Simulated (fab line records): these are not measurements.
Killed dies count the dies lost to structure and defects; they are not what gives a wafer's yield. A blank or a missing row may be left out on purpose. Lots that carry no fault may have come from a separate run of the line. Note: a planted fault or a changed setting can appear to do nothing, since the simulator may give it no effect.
Comparing a struck lot with a sound one ; flow ritCmos ; 15 out of 202 route steps
Sound: wafers L121.3, L121.5, L121.6. Struck: wafers L112.1, L112.5 (left out: L112.3, a lot-mate that was not struck); the cause follows at the end.
At each step with rows: each side's tool, then ch and its chambers, then its first start. Under that, the readings that differ: sound wafers ; struck wafers ; difference of the means ; sigmas: that difference in standard deviations of wafers without a fault.
alike: words and numbers the same on both sides, and readings whose means are apart by under 2 such deviations; not compared: readings that were withheld, readings missing a value for some wafer, numbers with overlapping values and no deviation given by the record, and bounds like >300 which may hide the same value.
The two part at a step that has a row with sigmas, a row that says differs or no value, or rows on one side only. Numbers that have no deviation but don't overlap get no sigmas and don't part them. Lack of a reading on every wafer of one side parts them only where that side has two or more wafers.

first, 2 steps without rows for these wafers: RIT_REOX_CLEAN_02 (cleans in SC2, time 583.4 s); RIT_REOX_OXIDATION_03 (target thk 25.2 nm, ox time 5580 s).
RIT_REOX_THK_MEAS_04:
  sound on filmMetro-03 at day 6 02:38; struck on filmMetro-01 at day 4 09:00
  alike: REOX_OXIDE_THK
then, 6 steps without rows for these wafers: RIT_NLDD_HMDS_00 (prime time 60 s); RIT_NLDD_COAT_01 (resist thk 1000 nm); RIT_NLDD_SOFTBAKE_02 (time 60 s); RIT_NLDD_EXPOSE_03 (exposes mask M7, target cd 40700 nm); RIT_NLDD_PEB_04; RIT_NLDD_DEVELOP_05 (develop time 50 s).
RIT_NLDD_OVL_MEAS_06:
  sound on overlay-02 at day 6 03:43; struck on overlay-01 at day 4 10:18
  alike: NLDD_OVL
then, 2 steps without rows for these wafers: RIT_NLDD_HARDBAKE_07 (time 60 s); RIT_NLDD_IMPLANT_08.
RIT_NLDD_STRIP_09: strips in O2, time 180 s.
  sound on plasmaAsher-04 ch 0,1, day 6 04:06; struck on plasmaAsher-01 ch 0, day 4 10:38
reading;sound;struck;difference;sigmas
chamberPressureMTorr (mTorr);3994 3994 3993;1997 1996;-1997;-99 or more
drypumpMotorCurrentA (A);5.9 5.8 5.8;4.8 4.8;-1.0;-2
  not compared: rfHoursCounterH
RIT_NLDD_TW_MEAS_10:
  sound on filmMetro-04 at day 6 04:14; struck on filmMetro-04 at day 4 10:49
reading;sound;struck;difference;sigmas
NLDD_TW;2501 2500 2510;2480 2478;-25;-2
RIT_M1_PROBE_99:
  sound on prober-01 at day 6 19:44; struck on prober-02 at day 5 01:55
  alike: killedAtContacts, killedAtFrontEnd, killedDies, killedOpen, killedShort

## WHERE THEY PART
Earliest at RIT_NLDD_STRIP_09; latest, in this record, at RIT_NLDD_TW_MEAS_10. Later steps at which nothing parts them and some readings are alike: RIT_M1_PROBE_99.

WHY: whatever the simulator had introduced
plasmaAsher-01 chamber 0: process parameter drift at RIT_NLDD_STRIP_09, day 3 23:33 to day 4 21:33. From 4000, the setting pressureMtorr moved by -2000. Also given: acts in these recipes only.
